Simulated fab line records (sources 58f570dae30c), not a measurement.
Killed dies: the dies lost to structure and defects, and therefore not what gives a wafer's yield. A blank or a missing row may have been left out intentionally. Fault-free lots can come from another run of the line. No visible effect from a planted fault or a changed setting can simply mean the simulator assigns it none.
Split-lot study | flow berkeley-cmos170 | 23 wafers read across 5 lots, on a route 331 steps long

== THE SPLIT ==
At UCB170_M3_SPUTTER_01 (material Al, target thk 900 nm, time 120 s), the setting time-s was moved away from the recipe's 120 s on 7 of the 23 wafers read, by -11.8% to -6.1%. All remaining wafers had this setting at the recipe value.

== FROM THE SPLIT TO THE READING: what the file shows between them, 1 step ==
- UCB170_M3_RS_MEAS_02: measures by four-point-probe

== THE READING ==
M3_AL_THK, in nm, at UCB170_M3_THK_MEAS_03 (measures by xrf). On this fab line, fault-free wafers typically give 918 nm with a standard deviation of 8.8 nm.

wafer  | tool, chamber at the split | time-s as run, s | against the recipe | M3_AL_THK, nm | against lot-mates on the recipe
L074.1 | pvd-sputter-03, -          | 120              | recipe             | 931           | -
L074.2 | pvd-sputter-03, -          | 112.7            | -6.1%              | 860           | -63
L074.3 | pvd-sputter-03, -          | 112.7            | -6.1%              | 873           | -50
L074.4 | pvd-sputter-03, -          | 120              | recipe             | 915           | -
L074.6 | pvd-sputter-03, -          | 112.7            | -6.1%              | 858           | -65
L076.1 | pvd-sputter-01, -          | 120              | recipe             | 901           | -
L076.2 | pvd-sputter-01, -          | 105.8            | -11.8%             | 796           | -106
L076.3 | pvd-sputter-01, -          | 120              | recipe             | 908           | -
L076.4 | pvd-sputter-01, -          | 105.8            | -11.8%             | 801           | -101
L076.6 | pvd-sputter-01, -          | 120              | recipe             | 896           | -
L080.1 | pvd-sputter-04, -          | 112.1            | -6.6%              | 851           | -62
L080.3 | pvd-sputter-04, -          | 112.1            | -6.6%              | 855           | -58
L080.4 | pvd-sputter-04, -          | 120              | recipe             | 913           | -
L080.5 | pvd-sputter-04, -          | 120              | recipe             | 916           | -
L080.6 | pvd-sputter-04, -          | 120              | recipe             | 910           | -
L079.1 | pvd-sputter-03, -          | 120              | recipe             | 923           | -
L079.3 | pvd-sputter-03, -          | 120              | recipe             | 923           | -
L079.4 | pvd-sputter-03, -          | 120              | recipe             | 918           | -
L079.5 | pvd-sputter-03, -          | 120              | recipe             | 919           | -
L079.6 | pvd-sputter-03, -          | 120              | recipe             | 912           | -
L082.1 | pvd-sputter-03, -          | 120              | recipe             | 917           | -
L082.3 | pvd-sputter-03, -          | 120              | recipe             | 914           | -
L082.4 | pvd-sputter-03, -          | 120              | recipe             | 911           | -

THE FIT
A straight line over all 23 wafers: M3_AL_THK changes by +9.41 nm for each +1% of time-s; r = +0.98; the points scatter about the line by 8.1 nm.
The same after taking each lot's own level away (the mean of its wafers on the recipe; 23 wafers): +8.98 nm for each +1%; r = +0.99; scatter 5.1 nm.
The reading moves by 1.1e+02 nm for the largest change in time-s, on that fit.
The span of the lots' own levels, 901.7 to 923.0 nm, comes to 2.4 times the standard deviation stated above.
So the lot-to-lot level changes the slope little: the two slopes agree.
Check: for one of the wafers moved furthest among these (-11.8%), held out of the fit, the line's prediction against its lot-mates is -107 nm. It came out at -106 nm against them.

== OTHER SPLITS ON THESE WAFERS ==
These wafers also went through other splits before the reading. Each is held against what the fit with the lots' levels taken away leaves over:
other split on the same wafers | wafers away from the commonest value | r with M3_AL_THK (lot level and that fit taken away)
UCB170_M2_COAT_10 spin-rpm     | 5                                    | +0.05
UCB170_V2_PEB_10 peb-temp-c    | 9                                    | -0.25

== THE WHOLE CHAIN: every reading that the file lists as answering this split, in the file's order ==
step                  | what it does                               | reading                                                                     | change (the file's fit)               | r (the file's)
UCB170_M3_SPUTTER_01  | material Al, target thk 900 nm, time 120 s | Al_of_M3_SPUTTER_01.thk-nm (the simulator's own value, which no gauge read) | +8.82 nm for each +1% of the setting  | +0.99
UCB170_M3_RS_MEAS_02  | measures by four-point-probe               | M3_AL_RS                                                                    | -0.000352 for each +1% of the setting | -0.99
UCB170_M3_THK_MEAS_03 | measures by xrf                            | M3_AL_THK                                                                   | +8.98 for each +1% of the setting     | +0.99

== THE FILE'S OWN FIT ==
M3_AL_THK changes by +8.98 nm for each +1% of time-s, r = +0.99.
